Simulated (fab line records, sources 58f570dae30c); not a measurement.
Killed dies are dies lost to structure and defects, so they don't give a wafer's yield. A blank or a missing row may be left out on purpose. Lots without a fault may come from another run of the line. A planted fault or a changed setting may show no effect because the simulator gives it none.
Problem report in the 8D (eight disciplines) form, filled by code | flow berkeley_cmos170 | the parts of the form that need people (team, actions taken, sign-off) are left out

1. THE PROBLEM
M2_AL_RS at UCB170_M2_RS_MEAS_02 reads a mean of 0.03015 ohm/sq on 6 wafers of 2 lots; wafers without a fault read 0.03216 ohm/sq with a standard deviation of 0.00028. That is -7.2 standard deviations from the usual mean.
The step: measures by four-point-probe.
First seen on wafer L741.1, day 9 14:49, on film_metro-03. The record holds 42 wafers of 14 lots with a number at this step. Rule for "out", or "out of limits": more than 4 standard deviations from the usual mean. The other wafers with a number count as sound.

2. WHAT IT IS AND WHAT IT IS NOT
question                    | is                           | is not
which readings at this step | M2_AL_RS                     | -
which lots                  | L741, L750                   | L734, L735, L736, L737, L738, L739, L740, L742, L744, L753, L754, L757
which wafers of those lots  | all that have a number       | -
read on which gauges        | film_metro-01, film_metro-03 | film_metro-02
when                        | from day 9 14:49             | up to then (24 sound wafers); but 12 sound wafers of L744, L753, L754, L757 came after

3. SUSPECTS, AND WHAT RULES EACH OUT
Counting: a tool at a process step up to the reading stays a suspect if it ran every lot that is out and no sound lot after the first of them.
- the gauge at UCB170_M2_RS_MEAS_02: ruled out. The wafers that are out were read on 2 gauges (film_metro-01, film_metro-03).
- pvd_sputter-02 at UCB170_M2_SPUTTER_01 (material Al, target thk 900 nm, time 120 s): kept. It ran every lot that is out, first L741 (day 9 14:44), and no sound lot after that; its last sound lot up to then is L740 (day 8 22:30).
Left after counting: pvd_sputter-02 at UCB170_M2_SPUTTER_01.

4. THE CAUSE (what the simulator had put in)
Process parameter drift: pvd_sputter-02, from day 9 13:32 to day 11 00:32, at UCB170_M2_SPUTTER_01. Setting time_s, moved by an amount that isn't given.
Counting left only this tool.

5. THE CHAIN OF EFFECTS, in route order
Each row: a reading whose mean over the struck wafers that have a number lies more than 3 standard deviations from the usual. Only readings for which the record gives a usual standard deviation are gone through. hours: the time from each lot's start at the first step in this table that gives one to its start at this step, as a median over the lots. sigmas: the change in usual standard deviations.
hours | step                  | reading   | usual          | on struck wafers | change   | sigmas
0     | UCB170_M2_RS_MEAS_02  | M2_AL_RS  | 0.03216 ohm/sq | 0.03015          | -0.00201 | -7.2
0     | UCB170_M2_THK_MEAS_03 | M2_AL_THK | 895 nm         | 955              | +60      | +7.0

6. WHAT WOULD HAVE CAUGHT IT SOONER
In this record the first reading out of limits at a measuring or inspecting step was taken at day 9 14:49, 1 hour after the fault began at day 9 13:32.
Of the tool readings at UCB170_M2_SPUTTER_01 for which the record gives a usual standard deviation, none was out on any struck wafer, so an alarm limit of 4 standard deviations on them would not have fired.
Of the lots that are out (2), L750 began UCB170_M2_SPUTTER_01 on pvd_sputter-02 after day 9 14:49. A hold on the tool at that time would have spared it.
